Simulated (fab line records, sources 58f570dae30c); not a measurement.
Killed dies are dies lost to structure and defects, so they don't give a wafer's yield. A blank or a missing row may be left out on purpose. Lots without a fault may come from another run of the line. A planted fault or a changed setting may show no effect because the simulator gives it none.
Tool commonality check | flow berkeley_cmos170 | 12 lots, 36 wafers sampled

WHY IT WAS OPENED
At UCB170_PSD_CD_MEAS_06 the reading cd_nm is flagged on 2 of 12 lots. Wafers without a fault read 1199.3 nm, standard deviation 1.5.
Rule: a lot is flagged when every wafer of it that has a number lies more than 4 standard deviations from that mean, or none has a number. The other lots count as sound.

lot  | measured     | on        | cd_nm (nm), wafer by wafer | flag
L810 | day 6 17:30  | cd_sem-01 | 1196.9 1198.6 1198.2       |
L811 | day 6 17:37  | cd_sem-02 | 1201.3 1202.8 1201.9       |
L809 | day 6 17:44  | cd_sem-01 | 1199.9 1200.0 1201.1       |
L812 | day 7 01:09  | cd_sem-01 | 1200.0 1199.8 1197.6       |
L813 | day 7 01:18  | cd_sem-02 | 1200.6 1200.5 1199.6       |
L816 | day 8 04:44  | cd_sem-01 | 1200.1 1198.8 1199.6       |
L815 | day 8 05:26  | cd_sem-02 | 1197.3 1197.8 1197.7       |
L818 | day 8 07:46  | cd_sem-02 | 1200.4 1200.9 1201.6       |
L824 | day 9 16:32  | cd_sem-02 | 980.1 979.6 980.0          | FLAGGED
L822 | day 9 16:51  | cd_sem-02 | 980.3 979.9 979.3          | FLAGGED
L825 | day 10 00:40 | cd_sem-02 | 1197.7 1198.7 1199.4       |
L827 | day 10 15:35 | cd_sem-02 | 1199.4 1199.9 1198.9       |
The numbers of the flagged lots are 979.9 nm on average: -219.4 nm against the usual, or -99 or more standard deviations.

WHICH TOOL RAN EACH LOT
The record holds 1 process step before the reading, out of a route of 331 steps. In each cell: the tool, then ch and the chambers that the sampled wafers went through, then the start.
lot  | flag    | UCB170_PSD_PEB_04
L810 |         | litho_track-02 ch 0, day 6 17:14
L811 |         | litho_track-04 ch 0, day 6 17:21
L809 |         | litho_track-01 ch 0, day 6 17:28
L812 |         | litho_track-02 ch 0, day 7 00:53
L813 |         | litho_track-01 ch 0, day 7 01:02
L816 |         | litho_track-02 ch 0, day 8 04:28
L815 |         | litho_track-02 ch 0, day 8 05:10
L818 |         | litho_track-04 ch 0, day 8 07:30
L824 | FLAGGED | litho_track-04 ch 0, day 9 16:16
L822 | FLAGGED | litho_track-04 ch 0, day 9 16:32
L825 |         | litho_track-01 ch 0, day 10 00:23
L827 |         | litho_track-01 ch 0, day 10 15:19
What these steps do:
- UCB170_PSD_PEB_04
- UCB170_PSD_CD_MEAS_06: target cd 1200 nm.

FLAGGED OVER TOTAL, TOOL BY TOOL (the gauges that took the reading come last)
step                  | tool           | lots run | flagged | share of the flagged lots | sound lots run after its first flagged lot
UCB170_PSD_PEB_04     | litho_track-01 | 4        | 0       | none                      | -
UCB170_PSD_PEB_04     | litho_track-02 | 4        | 0       | none                      | -
UCB170_PSD_PEB_04     | litho_track-04 | 4        | 2       | all                       | 0
UCB170_PSD_CD_MEAS_06 | cd_sem-01      | 4        | 0       | none                      | -
UCB170_PSD_CD_MEAS_06 | cd_sem-02      | 8        | 2       | all                       | 2 (L825,L827)

WHAT THE TABLE ALLOWS
2 rows of the table ran every flagged lot: litho_track-04 at UCB170_PSD_PEB_04, cd_sem-02 at UCB170_PSD_CD_MEAS_06.
- litho_track-04 at UCB170_PSD_PEB_04: 2 of its 4 lots flagged. Its last sound lot is L818 (day 8 07:30), its first flagged lot L824 (day 9 16:16): a fault that began between those two fits. Its own readings lie more than 4 standard deviations out on every wafer of the flagged lots: heater_power_total_W, plate_temp_C.
- cd_sem-02 at UCB170_PSD_CD_MEAS_06: 2 of its 8 lots flagged. Sound lots ran on it after the first flagged one (L825, L827), which a lasting fault on the whole tool wouldn't allow.
One tool is left: litho_track-04 at UCB170_PSD_PEB_04.

WHAT THE SIMULATOR HAD PUT IN
Process parameter drift: litho_track-04, from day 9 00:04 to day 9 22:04, at UCB170_PSD_PEB_04. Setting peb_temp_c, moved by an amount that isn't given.
Lots struck among those shown: L824, L822. The rule above found the same.
